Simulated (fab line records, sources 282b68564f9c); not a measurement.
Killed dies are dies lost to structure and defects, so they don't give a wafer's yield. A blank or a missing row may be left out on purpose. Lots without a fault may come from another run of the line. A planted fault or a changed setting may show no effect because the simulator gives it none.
Which tool did it? | flow rit_cmos | 14 lots, 42 wafers sampled, at 3 steps of a route of 202

WHAT THE GAUGES READ, wafer by wafer
RIT_PLDD_OVL_MEAS_06.
lot  | measured    | on         | PLDD_OVL (nm)
L809 | day 3 07:03 | overlay-01 | 1.4 0.3 -0.7
L810 | day 3 11:38 | overlay-01 | 0.4 -0.1 -0.2
L811 | day 3 19:33 | overlay-02 | -0.5 -0.4 0.3
L814 | day 4 05:46 | overlay-02 | -0.6 -1.3 -0.5
L815 | day 4 08:34 | overlay-02 | 2.0 1.5 1.5
L817 | day 4 20:38 | overlay-02 | -3.0 0.0 -1.2
L820 | day 5 11:15 | overlay-02 | -0.6 0.1 -0.2
L822 | day 5 17:39 | overlay-01 | -2.3 -3.3 -3.9
L825 | day 6 14:19 | overlay-01 | -0.3 -0.1 -2.0
L826 | day 6 18:49 | overlay-02 | -2.1 -2.4 -4.5
L827 | day 6 21:16 | overlay-02 | 0.2 1.3 -0.9
L828 | day 7 05:10 | overlay-01 | -1.1 0.1 -1.1
L829 | day 7 09:58 | overlay-02 | 1.2 0.4 -0.9
L831 | day 7 19:16 | overlay-02 | 1.0 0.7 -1.5

RIT_NSD_OVL_MEAS_06.
lot  | measured    | on         | NSD_OVL (nm)
L809 | day 3 11:22 | overlay-01 | -2.3 1.2 1.9
L810 | day 3 15:34 | overlay-02 | -2.2 -1.9 -2.1
L811 | day 3 23:37 | overlay-02 | 2.5 2.5 2.1
L814 | day 4 09:45 | overlay-02 | 0.9 -0.2 0.6
L815 | day 4 13:05 | overlay-02 | 1.4 1.7 -1.5
L817 | day 5 01:31 | overlay-02 | -1.4 0.7 -2.2
L820 | day 5 15:21 | overlay-01 | -0.3 1.7 0.0
L822 | day 5 21:43 | overlay-01 | 2.1 -2.1 1.7
L825 | day 6 18:21 | overlay-01 | 0.2 -2.2 -2.7
L826 | day 6 22:51 | overlay-02 | 0.9 -1.3 1.0
L827 | day 7 01:21 | overlay-01 | -3.4 -2.6 -3.7
L828 | day 7 09:05 | overlay-02 | 0.8 0.2 0.4
L829 | day 7 14:16 | overlay-01 | -2.5 -1.5 -0.3
L831 | day 7 23:18 | overlay-01 | -0.6 0.4 0.2

WHICH TOOL RAN EACH LOT (tool, then ch and the chambers of the sampled wafers, then the start)
lot  | RIT_GATE_STRIP_20
L809 | plasma_asher-03 ch 0,1, day 2 22:10
L810 | plasma_asher-02 ch 0,1, day 3 05:38
L811 | plasma_asher-03 ch 0,1, day 3 12:27
L814 | plasma_asher-01 ch 0,1, day 4 00:13
L815 | plasma_asher-02 ch 0,1, day 4 01:33
L817 | plasma_asher-03 ch 0,1, day 4 14:56
L820 | plasma_asher-03 ch 0,1, day 5 05:29
L822 | plasma_asher-01 ch 0,1, day 5 12:01
L825 | plasma_asher-01 ch 0,1, day 6 07:11
L826 | plasma_asher-01 ch 0,1, day 6 13:05
L827 | plasma_asher-03 ch 0,1, day 6 15:33
L828 | plasma_asher-03 ch 0,1, day 6 21:38
L829 | plasma_asher-02 ch 0, day 7 02:50
L831 | plasma_asher-01 ch 0,1, day 7 12:41
- RIT_GATE_STRIP_20: strips in O2, time 180 s.

WHAT THE TOOLS THEMSELVES READ (means of the sampled wafers that have a number; where no wafer has one, the mark that the record gives instead)
RIT_GATE_STRIP_20.
lot  | tool            | drypump_motor_current_A (A)
L809 | plasma_asher-03 | 5.3
L810 | plasma_asher-02 | 5.6
L811 | plasma_asher-03 | 5.4
L814 | plasma_asher-01 | 5.8
L815 | plasma_asher-02 | 5.7
L817 | plasma_asher-03 | 5.3
L820 | plasma_asher-03 | 5.4
L822 | plasma_asher-01 | 5.8
L825 | plasma_asher-01 | 6.0
L826 | plasma_asher-01 | 6.0
L827 | plasma_asher-03 | 5.5
L828 | plasma_asher-03 | 5.4
L829 | plasma_asher-02 | 5.5
L831 | plasma_asher-01 | 6.0

THE ANSWER, worked out from the rows above alone
Rule: what is usual is taken from the lots themselves. Put in order of their means at a reading, lots are off if they are a third of the lots or fewer, leave a main group of 4 or more, and stand apart from it by a gap of 3 or more times the standard deviation of the main group's means; of several such gaps the widest counts. A main group whose means are all the same, to the digits that the tables above print for the reading, isn't used. A lot without any number at a reading at which 4 lots or more have one is off too. The other lots that the step has rows for count as sound. The gauges are gone through in route order, then the tools' own readings, and for those a lot's mean is taken as printed above. The first step at which some lot is off is used, and at that step the reading that is off furthest; a lot without a number counts as furthest.
No lot is off at any reading shown: from this, nothing can be told.

WHAT THE SIMULATOR HAD PUT IN
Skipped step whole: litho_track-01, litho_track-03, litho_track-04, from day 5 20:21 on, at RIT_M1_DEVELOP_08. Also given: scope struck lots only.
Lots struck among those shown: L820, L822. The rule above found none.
